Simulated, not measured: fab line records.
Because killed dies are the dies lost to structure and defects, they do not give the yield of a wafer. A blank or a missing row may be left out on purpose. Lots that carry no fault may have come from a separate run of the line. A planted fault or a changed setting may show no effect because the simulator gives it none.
Split-lot experiment | flow berkeley cmos170 | on a route of 331 steps: 5 lots, 23 wafers read

## THE SPLIT
At UCB170_M1_SPUTTER_00 (material Al, target thk 600 nm, time 80 s), the setting time s was moved away from the recipe's 80 s on 8 of the 23 wafers read, by -10.2% to +14.8%. All remaining wafers had this setting at the recipe value.

## FROM THE SPLIT TO THE READING: what the file shows between them, 7 steps
- UCB170_M1_RS_MEAS_01: measures by four-point-probe
- UCB170_M1_THK_MEAS_02: measures by xrf
- UCB170_M1_EXPOSE_06: exposes mask METAL1, target cd 700 nm (also split here: dose mj)
- UCB170_M1_PEB_07
- UCB170_M1_DEVELOP_08: develop time 45 s
- UCB170_M1_CD_MEAS_09: target cd 700 nm
- UCB170_M1_ETCH_11: etches BARC in N2/H2

## THE READING
oes product au, in a.u., at UCB170_M1_METAL_ETCH_12 (etches Al in Cl2/BCl3, stops on PSG, target depth 780 nm, time 130 s). Fault-free wafers of this fab line usually give 0.864 a.u., standard deviation 0.016 a.u.

wafer  | tool, chamber at the split | time s as run, s | against the recipe | oes product au, a.u. | against lot-mates on the recipe
L074.1 | pvd sputter-03, -          | 71.81            | -10.2%             | 0.839                | -0.034
L074.2 | pvd sputter-03, -          | 71.81            | -10.2%             | 0.816                | -0.057
L074.3 | pvd sputter-03, -          | 80               | recipe             | 0.873                | -
L074.5 | pvd sputter-03, -          | 80               | recipe             | 0.873                | -
L074.6 | pvd sputter-03, -          | 71.81            | -10.2%             | 0.816                | -0.057
L078.1 | pvd sputter-04, -          | 80               | recipe             | 0.870                | -
L078.2 | pvd sputter-04, -          | 80               | recipe             | 0.878                | -
L078.3 | pvd sputter-04, -          | 80               | recipe             | 0.888                | -
L078.4 | pvd sputter-04, -          | 80               | recipe             | 0.860                | -
L078.6 | pvd sputter-04, -          | 80               | recipe             | 0.869                | -
L079.1 | pvd sputter-03, -          | 91.88            | +14.8%             | 0.952                | +0.103
L079.2 | pvd sputter-03, -          | 80               | recipe             | 0.840                | -
L079.3 | pvd sputter-03, -          | 91.88            | +14.8%             | 0.952                | +0.103
L079.4 | pvd sputter-03, -          | 80               | recipe             | 0.854                | -
L079.6 | pvd sputter-03, -          | 80               | recipe             | 0.852                | -
L081.1 | pvd sputter-04, -          | 89.37            | +11.7%             | 0.932                | +0.093
L081.2 | pvd sputter-04, -          | 80               | recipe             | 0.839                | -
L081.3 | pvd sputter-04, -          | 89.37            | +11.7%             | 0.902                | +0.063
L081.4 | pvd sputter-04, -          | 89.37            | +11.7%             | 0.924                | +0.085
L081.6 | pvd sputter-04, -          | 80               | recipe             | 0.840                | -
L082.3 | pvd sputter-02, -          | 80               | recipe             | 0.840                | -
L082.4 | pvd sputter-02, -          | 80               | recipe             | 0.871                | -
L082.5 | pvd sputter-02, -          | 80               | recipe             | 0.868                | -

THE FIT
A straight line over all 23 wafers: oes product au changes by +0.00496 a.u. for each +1% of time s; r = +0.92; the points scatter about the line by 0.016 a.u.
The same after taking each lot's own level away (the mean of its wafers on the recipe; 23 wafers): +0.00622 a.u. for each +1%; r = +0.97; scatter 0.011 a.u.
According to that fit, moving time s by its largest amount changes the reading by 0.092 a.u.
Across the lots, their own levels run from 0.8395 to 0.8730 a.u., a range of 2.1 times the standard deviation given above.
So the lot-to-lot level changes the slope: the two fits differ.
Check: +0.0943 a.u. against its lot-mates is what the line predicts for one of the wafers moved furthest among these (+14.8%) when that wafer is left out of the fit. It came out at +0.103 a.u. against them.

## FURTHER SPLITS ON THESE WAFERS
Note: prior to the reading, these wafers also went through further splits. Each is held against what the fit with the lots' levels taken away leaves over:
other split on the same wafers    | wafers away from the commonest value | r with oes product au (lot level and that fit taken away)
UCB170_SILICIDE_SPUTTER_01 time s | 8                                    | +0.24
UCB170_M1_EXPOSE_06 dose mj       | 5                                    | -0.34

## THE WHOLE CHAIN: every reading that the file lists as answering this split, in the file's order
step                    | what it does                                                         | reading                                                                     | change (the file's fit)                   | r (the file's)
UCB170_M1_SPUTTER_00    | material Al, target thk 600 nm, time 80 s                            | Al_of_M1_SPUTTER_00.thk nm (the simulator's own value, which no gauge read) | +6.17 nm for each +1% of the setting      | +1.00
UCB170_M1_RS_MEAS_01    | measures by four-point-probe                                         | M1_AL_RS                                                                    | -0.000467 for each +1% of the setting     | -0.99
UCB170_M1_THK_MEAS_02   | measures by xrf                                                      | M1_AL_THK                                                                   | +6.28 for each +1% of the setting         | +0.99
UCB170_M1_METAL_ETCH_12 | etches Al in Cl2/BCl3, stops on PSG, target depth 780 nm, time 130 s | oes product au                                                              | +0.00643 a.u. for each +1% of the setting | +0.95

## FILE'S OWN FIT
oes product au changes by +0.00643 a.u. for each +1% of time s, r = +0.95.
